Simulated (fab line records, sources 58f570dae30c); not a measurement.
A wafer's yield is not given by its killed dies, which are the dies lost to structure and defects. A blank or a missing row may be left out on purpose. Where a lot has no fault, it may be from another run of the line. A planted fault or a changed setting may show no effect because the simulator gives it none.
The tool behind it: which one? ; flow berkeleyCmos170 ; 13 lots with 39 wafers sampled at 2 steps, on a route of 331 steps

== WHAT THE GAUGES READ, wafer by wafer ==
UCB170_START_THK_MEAS_03. Usual: START_OXIDE_THK typically reads 20.2 nm, with standard deviation 0.4.
lot;measured;on;START_OXIDE_THK (nm);flag
L848;day 1 16:14;filmMetro-03;20.3 20.1 20.3;
L849;day 1 21:59;filmMetro-02;20.7 20.7 20.3;
L851;day 2 08:47;filmMetro-01;20.7 21.0 20.9;
L854;day 2 22:04;filmMetro-03;20.1 20.2 20.2;
L853;day 2 22:05;filmMetro-01;20.4 20.2 20.5;
L855;day 3 05:40;filmMetro-02;19.5 19.5 19.4;
L856;day 3 05:41;filmMetro-03;20.1 19.7 20.1;
L862;day 4 14:48;filmMetro-03;20.1 19.5 19.8;
L865;day 5 04:58;filmMetro-03;20.2 20.1 20.0;
L867;day 5 15:19;filmMetro-01;20.6 20.4 20.5;
L869;day 5 22:55;filmMetro-02;20.2 19.9 20.3;
L870;day 6 05:36;filmMetro-01;20.2 19.7 20.2;
L871;day 6 10:55;filmMetro-03;19.9 19.9 20.3;

UCB170_NWELL_THK_MEAS_05. Usual: NWELL_NITRIDE_THK typically reads 224.0 nm, with standard deviation 2.5.
lot;measured;on;NWELL_NITRIDE_THK (nm);flag
L848;day 2 15:24;filmMetro-01;227.7 225.6 226.4;
L849;day 3 02:26;filmMetro-01;224.1 223.5 223.4;
L851;day 3 13:02;filmMetro-04;220.2 221.8 220.5;
L854;day 3 21:35;filmMetro-03;222.7 220.2 221.5;
L853;day 3 21:32;filmMetro-04;221.3 220.1 221.7;
L855;day 3 21:32;filmMetro-01;218.0 219.9 217.7;
L856;day 3 21:32;filmMetro-03;223.5 223.5 223.9;
L862;day 5 16:19;filmMetro-01;225.2 227.7 226.5;
L865;day 6 04:29;filmMetro-01;226.6 224.6 225.8;
L867;day 6 14:22;filmMetro-04;225.7 224.2 224.7;
L869;day 6 22:18;filmMetro-03;222.4 222.4 222.8;
L870;day 7 02:14;filmMetro-04;222.5 222.2 221.9;
L871;day 7 02:13;filmMetro-03;225.7 225.0 223.7;

== WHICH TOOL RAN EACH LOT (tool, then ch and the chambers of the sampled wafers, then the start) ==
Record: no process step prior to these readings.

== WHAT THE TOOLS THEMSELVES READ (means of the sampled wafers that have a number; where no wafer has one, the mark that the record gives instead) ==
The record holds no such reading with a usual standard deviation.

== THE ANSWER, worked out from the rows above alone ==
Rule: take the mean of a lot's wafers that have a number; if it is more than 3 standard deviations from the usual mean, the lot is off. A lot without any number at a reading at which 4 lots or more have one is off too. The other lots that the step has rows for count as sound. After the gauges, taken in route order, come the tools' own readings; for these a lot's mean is taken, as printed above. The first step at which some lot is off is used, and at that step the reading that is off furthest; a lot without a number counts as furthest.
None of the lots is off at any reading shown; this tells nothing.

== WHAT THE SIMULATOR PUT IN ==
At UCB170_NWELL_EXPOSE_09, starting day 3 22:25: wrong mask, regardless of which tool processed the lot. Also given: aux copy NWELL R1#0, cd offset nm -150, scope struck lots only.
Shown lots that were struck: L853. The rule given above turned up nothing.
